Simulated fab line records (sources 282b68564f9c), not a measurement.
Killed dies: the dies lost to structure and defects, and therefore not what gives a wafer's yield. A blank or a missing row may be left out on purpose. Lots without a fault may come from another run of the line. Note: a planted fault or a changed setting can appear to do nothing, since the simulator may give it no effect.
fab line records    flow ritCmos
[record] lots = 5  wafers = 23
route steps=202 shown M1@196
startH: the number of hours between the record's first day and the start of the first shown wafer of the lot    waitH: time in hours since the lot's previous step    " same as the row above    L1.1+2: a row that stands for several wafers    - value missing, or start not given    * or withheld: withheld    < > ~ a bound
route shown NAME@n: a module of which the file shows steps, and the number in the route of the first    usual: mean/standard deviation taken from wafers without a fault    same: alike in all rows    chamber/n: place in a boat    sites: per-site readings    _std_site: how widely they spread, as a standard deviation    _edge_site: outer sites' mean less inner sites'    radiusMm: for every site, how far away it sits from the centre of the wafer    mask NAME#n: copy n    behind: the last tool/chamber to shape the wafer    hold: why the lot went on hold/how many hours it stayed there/how the hold came to an end    device: which transistor (n, p or np) failed to switch    end of line: tests of these same wafers at the route's end    where a step has no rows: the recipe by itself    killed: count of dies lost to structure and defects at first sort (not the wafer's yield)    map: a wafer's dies, marking killed ones x, the rest . and places with no die _
set.NAME: the setting the step ran with; set.NAME@STEP: the setting that earlier step ran with    model.NAME: the simulator's own value behind a step, which no gauge read
one table per step and one row per wafer, for lots whose settings were changed on purpose
[[steps]]
[step RIT_M1_METAL_ETCH_12]
[recipe] stopOn = SiO2  chemistry = Cl2/BCl3  target = Al  timeS = 165  overEtchFrac = 0.5  pressureMtorr = 100  targetDepthA = 6000  rfW = 250  Cl2_flow_sccm = 60  bcl3FlowSccm = 50
[usual] oesProductAu = 0.778/0.016
lot.wafer  tool         chamber  startH  waitH  set.timeS  set.timeS@M1_SPUTTER_00  set.doseMj@M1_EXPOSE_06  oesProductAu  model.NOVOLAK_of_M1_COAT_04.thkNm  model.M1.cdNm
L074.2     rieMetal-02  0        59.68   0.2    165        436.6                    250                      0.718         -                                  2602
L074.3     "            1        "       "      165        436.6                    243.8                    0.740         -                                  2607
L074.4     "            0        "       "      181.8      500                      250                      0.779         769.7                              2598
L074.5     "            0        "       "      181.8      436.6                    243.8                    0.721         -                                  2605
L074.6     "            1        "       "      181.8      500                      250                      0.798         773                                2598
L078.1     rieMetal-03  1        77.79   0.2    151.6      500                      250                      0.799         833.9                              2605
L078.2     "            0        "       "      165        556                      250                      0.839         -                                  2602
L078.3     "            0        "       "      165        556                      241.3                    0.835         -                                  2615
L078.4     "            1        "       "      151.6      556                      241.3                    0.868         -                                  2613
L078.6     "            0        "       "      165        500                      250                      0.776         819.5                              2604
L082.1     rieMetal-01  0        105.28  0.2    165        500                      250                      0.768         804.7                              2608
L082.4     "            0        "       "      165        500                      250                      0.762         805.7                              2608
L082.5     "            0        "       "      165        500                      250                      0.764         806.7                              2607
L083.1     rieMetal-02  0        110.02  0.2    154.5      555.1                    250                      0.869         -                                  2597
L083.2     "            1        "       "      154.5      500                      265.8                    0.835         825.3                              2577
L083.3     "            1        "       "      165        500                      265.8                    0.798         800.7                              2577
L083.4     "            0        "       "      165        555.1                    250                      0.827         -                                  2597
L083.5     "            1        "       "      165        500                      250                      0.800         806.9                              2592
L085.1     rieMetal-01  1        121.01  0.2    165        500                      268.2                    0.758         809.6                              2576
L085.2     "            0        "       "      187.9      500                      250                      0.754         755.4                              2597
L085.3     "            0        "       "      165        500                      250                      0.763         800                                2601
L085.4     "            1        "       "      187.9      500                      268.2                    0.764         759.9                              2574
L085.6     "            1        "       "      187.9      500                      268.2                    0.761         757.7                              2575
[step RIT_M1_STRIP_13]
[recipe] chemistry = nmp  resist = NOVOLAK  tempC = 80  timeS = 600  dry = n2Spin
[step RIT_M1_STRIP_14]
[recipe] chemistry = O2  timeS = 180  platenTempC = withheld  powerW = 500  pressureMtorr = 4000  o2FlowSccm = 4000
[step RIT_M1_CD_MEAS_90]
[recipe] targetCdNm = 2600
[usual] cdNm = 2600/3.4
lot.wafer  tool      chamber  startH  waitH  set.doseMj@M1_EXPOSE_06  cdNm
L074.2     cdSem-01  -        60.21   0.1    250                      2602
L074.3     "         -        "       "      243.8                    2606
L074.4     "         -        "       "      250                      2598
L074.5     "         -        "       "      243.8                    2605
L074.6     "         -        "       "      250                      2598
L078.1     cdSem-01  -        78.31   0.1    250                      2605
L078.2     "         -        "       "      250                      2602
L078.3     "         -        "       "      241.3                    2615
L078.4     "         -        "       "      241.3                    2614
L078.6     "         -        "       "      250                      2604
L082.1     cdSem-01  -        105.80  0.1    250                      2608
L082.4     "         -        "       "      250                      2608
L082.5     "         -        "       "      250                      2607
L083.1     cdSem-02  -        110.53  0.1    250                      2597
L083.2     "         -        "       "      265.8                    2576
L083.3     "         -        "       "      265.8                    2577
L083.4     "         -        "       "      250                      2598
L083.5     "         -        "       "      250                      2592
L085.1     cdSem-02  -        121.52  0.1    268.2                    2576
L085.2     "         -        "       "      250                      2597
L085.3     "         -        "       "      250                      2601
L085.4     "         -        "       "      268.2                    2574
L085.6     "         -        "       "      268.2                    2574
[step RIT_M1_ANNEAL_15]
[recipe] tempC = 450  timeS = 1800  ambient = forming_gas_H2N2
[step RIT_M1_PROBE_99]
[usual] killedAtContacts = 0.1/0.38  killedAtFrontEnd = 6.1/2.8  killedDies = 6.3/2.8  killedOpen = 3.2/2  killedShort = 3.1/1.7
[same] grossDies = 264  killed_at_M0_to_M3 = 0  killed_at_M4_up = 0  killedAtBackSide = 0  killedAtOther = 0
lot.wafer  tool       chamber  startH  waitH  set.doseMj@GATE_EXPOSE_13  killedAtContacts  killedAtFrontEnd  killedDies  killedOpen  killedShort  model.etest.pmosTurned.rOnOhmUm  model.etest.pmos_0p15.rOnOhmUm  model.etest.nmos_0p15.rOnOhmUm  model.etest.nmos_0p15.driveUaUm  model.etest.pmos_0p15.driveUaUm  model.etest.npolyLine.lineOhmUm
L074.2     prober-01  -        61.98   0.1    401.2                      0                 5                 5           0           5            3122                             2422                            1038                            548.8                            301.8                            207.4
L074.3     prober-01  -        62.03   0.2    380                        0                 5                 5           3           2            3362                             2707                            1121                            491.6                            267.7                            186.2
L074.4     prober-01  -        62.08   0.2    380                        0                 8                 8           6           2            3639                             3019                            1237                            438.6                            238.4                            149.9
L074.5     prober-01  -        62.13   0.2    401.2                      0                 8                 8           6           1            3044                             2404                            1029                            549.3                            307.6                            201.4
L074.6     prober-01  -        62.18   0.2    401.2                      0                 166               166         2           2            2715                             2080                            927                             639.9                            366.6                            252.6
L078.1     prober-01  -        80.05   0.1    360.5                      0                 157               157         3           3            -                                -                               -                               -                                -                                -
L078.2     prober-01  -        80.10   0.1    380                        0                 3                 3           2           1            3531                             2811                            1132                            466.9                            252.4                            157.8
L078.3     prober-01  -        80.15   0.2    380                        0                 4                 4           2           2            3604                             2897                            1138                            462.8                            241.1                            160.6
L078.4     prober-01  -        80.20   0.2    380                        0                 4                 4           0           4            3319                             2615                            1057                            502                              272.8                            181.5
L078.6     prober-01  -        80.30   0.2    360.5                      1                 8                 9           3           4            3849                             3207                            1243                            405.9                            214                              132.9
L082.1     prober-01  -        107.54  0.1    380                        0                 13                13          8           5            3619                             2886                            1154                            468.8                            245.5                            167.9
L082.4     prober-01  -        107.69  0.2    380                        0                 2                 2           2           0            3524                             2826                            1129                            474.7                            250.6                            171.2
L082.5     prober-01  -        107.74  0.2    380                        0                 5                 5           1           4            3527                             2812                            1133                            476.1                            252.7                            169.8
L083.1     prober-02  -        112.27  0.1    404.2                      0                 218               218         2           1            2783                             2078                            934.4                           631                              358.3                            251.4
L083.2     prober-02  -        112.32  0.1    380                        0                 8                 8           3           5            3538                             2826                            1135                            460.1                            247.2                            176.5
L083.3     prober-02  -        112.37  0.2    404.2                      0                 238               238         1           1            2741                             2065                            891.1                           637.6                            362.7                            262
L083.4     prober-02  -        112.42  0.2    380                        0                 4                 4           2           2            3203                             2510                            1044                            522.3                            283.2                            197.8
L083.5     prober-02  -        112.47  0.2    380                        0                 5                 5           1           4            3192                             2512                            1048                            514                              287.3                            191
L085.1     prober-02  -        123.26  0.1    380                        1                 2                 3           2           1            3487                             2782                            1129                            452.7                            249.4                            173.2
L085.2     prober-02  -        123.31  0.1    393.3                      1                 18                19          3           5            3011                             2317                            1018                            552.1                            311.1                            216.1
L085.3     prober-02  -        123.36  0.2    393.3                      0                 21                21          6           3            2935                             2279                            982.1                           571.5                            322.4                            215.2
L085.4     prober-02  -        123.41  0.2    393.3                      0                 17                17          3           2            2935                             2238                            976.1                           580.6                            327.9                            214.6
L085.6     prober-02  -        123.51  0.2    380                        0                 7                 7           4           3            3507                             2790                            1157                            454                              250.6                            165.3
// killed by level:class
L074.2 GATE:geometricParticle:short=2 REOX:geometricParticle:short=2 FOX1:geometricParticle:short=1
L074.3 FOX1:geometricParticle:open=2 REOX:geometricParticle:short=1 SPACER:geometricParticle:short=1 SILICIDE:geometricParticle:open=1
L074.4 FOX1:geometricParticle:open=2 GATE:geometricParticle:open=2 SILICIDE:geometricParticle:open=2 GATE:geometricParticle:short=1 REOX:geometricParticle:short=1
L074.5 SPACER:geometricParticle:open=3 GATE:geometricParticle:open=2 GATE:geometricParticle:short=1 REOX:geometricParticle:open=1 GATE:areaExpose=1
L074.6 GATE:areaExpose=162 FOX1:geometricParticle:open=1 GATE:geometricParticle:open=1 GATE:geometricParticle:short=1 SILICIDE:geometricParticle:short=1
L078.1 GATE:areaExpose=151 GATE:geometricParticle:short=2 GATE:geometricParticle:open=2 FOX1:geometricParticle:open=1 FOX2:geometricParticle:short=1
L078.2 GATE:geometricParticle:short=1 REOX:geometricParticle:open=1 SILICIDE:geometricParticle:open=1
L078.3 GATE:geometricParticle:open=2 FOX1:geometricParticle:short=1 SPACER:geometricParticle:short=1
L078.4 FOX1:geometricParticle:short=1 FOX2:geometricParticle:short=1 GATE:geometricParticle:short=1 SPACER:geometricParticle:short=1
L078.6 GATE:areaExpose=2 FOX2:geometricParticle:short=1 FOX2:geometricParticle:open=1 GATE:geometricParticle:open=1 SPACER:geometricParticle:open=1 SPACER:geometricParticle:short=1 SILICIDE:geometricParticle:short=1 CONTACT:geometricParticle:short=1
L082.1 GATE:geometricParticle:open=3 SILICIDE:geometricParticle:open=3 FOX1:geometricParticle:short=2 GATE:geometricParticle:short=2 ACTIVE:geometricParticle:open=1 FOX1:geometricParticle:open=1 SILICIDE:geometricParticle:short=1
L082.4 GATE:geometricParticle:open=2
L082.5 FOX1:geometricParticle:short=2 GATE:geometricParticle:open=1 GATE:geometricParticle:short=1 REOX:geometricParticle:short=1
L083.1 GATE:areaExpose=215 SPACER:geometricParticle:open=2 GATE:geometricParticle:short=1
L083.2 REOX:geometricParticle:open=2 SPACER:geometricParticle:short=2 FOX1:geometricParticle:open=1 FOX1:geometricParticle:short=1 GATE:geometricParticle:short=1 REOX:geometricParticle:short=1
L083.3 GATE:areaExpose=236 GATE:geometricParticle:open=1 GATE:geometricParticle:short=1
L083.4 FOX1:geometricParticle:short=1 FOX2:geometricParticle:open=1 GATE:geometricParticle:short=1 GATE:geometricParticle:open=1
L083.5 GATE:geometricParticle:short=3 GATE:geometricParticle:open=1 SPACER:geometricParticle:short=1
L085.1 GATE:geometricParticle:short=1 GATE:geometricParticle:open=1 CONTACT:geometricParticle:open=1
L085.2 GATE:areaExpose=11 GATE:geometricParticle:short=3 FOX2:geometricParticle:open=1 GATE:geometricParticle:open=1 REOX:geometricParticle:short=1 SPACER:geometricParticle:short=1 CONTACT:geometricParticle:open=1
L085.3 GATE:areaExpose=12 GATE:geometricParticle:open=6 GATE:geometricParticle:short=2 FOX1:geometricParticle:short=1
L085.4 GATE:areaExpose=12 GATE:geometricParticle:open=2 FOX2:geometricParticle:short=1 GATE:geometricParticle:short=1 REOX:geometricParticle:open=1
L085.6 GATE:geometricParticle:open=2 GATE:geometricParticle:short=2 REOX:geometricParticle:short=1 SPACER:geometricParticle:open=1 SILICIDE:geometricParticle:open=1
[[key]]
[split] step = RIT_M1_METAL_ETCH_12  setting = timeS  stated = 165  by = wafer
[response] step = RIT_M1_METAL_ETCH_12  reading = model.NOVOLAK_of_M1_COAT_04.thkNm  change = -3.21  per = 1%  r = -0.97
split outsideThisFile step=RIT_GATE_EXPOSE_13 setting=doseMj
split outsideThisFile step=RIT_M1_SPUTTER_00 setting=timeS
split outsideThisFile step=RIT_M1_EXPOSE_06 setting=doseMj
// split outsideThisFile: this setting was split too, and the file shows its column; the key of that split is in another file
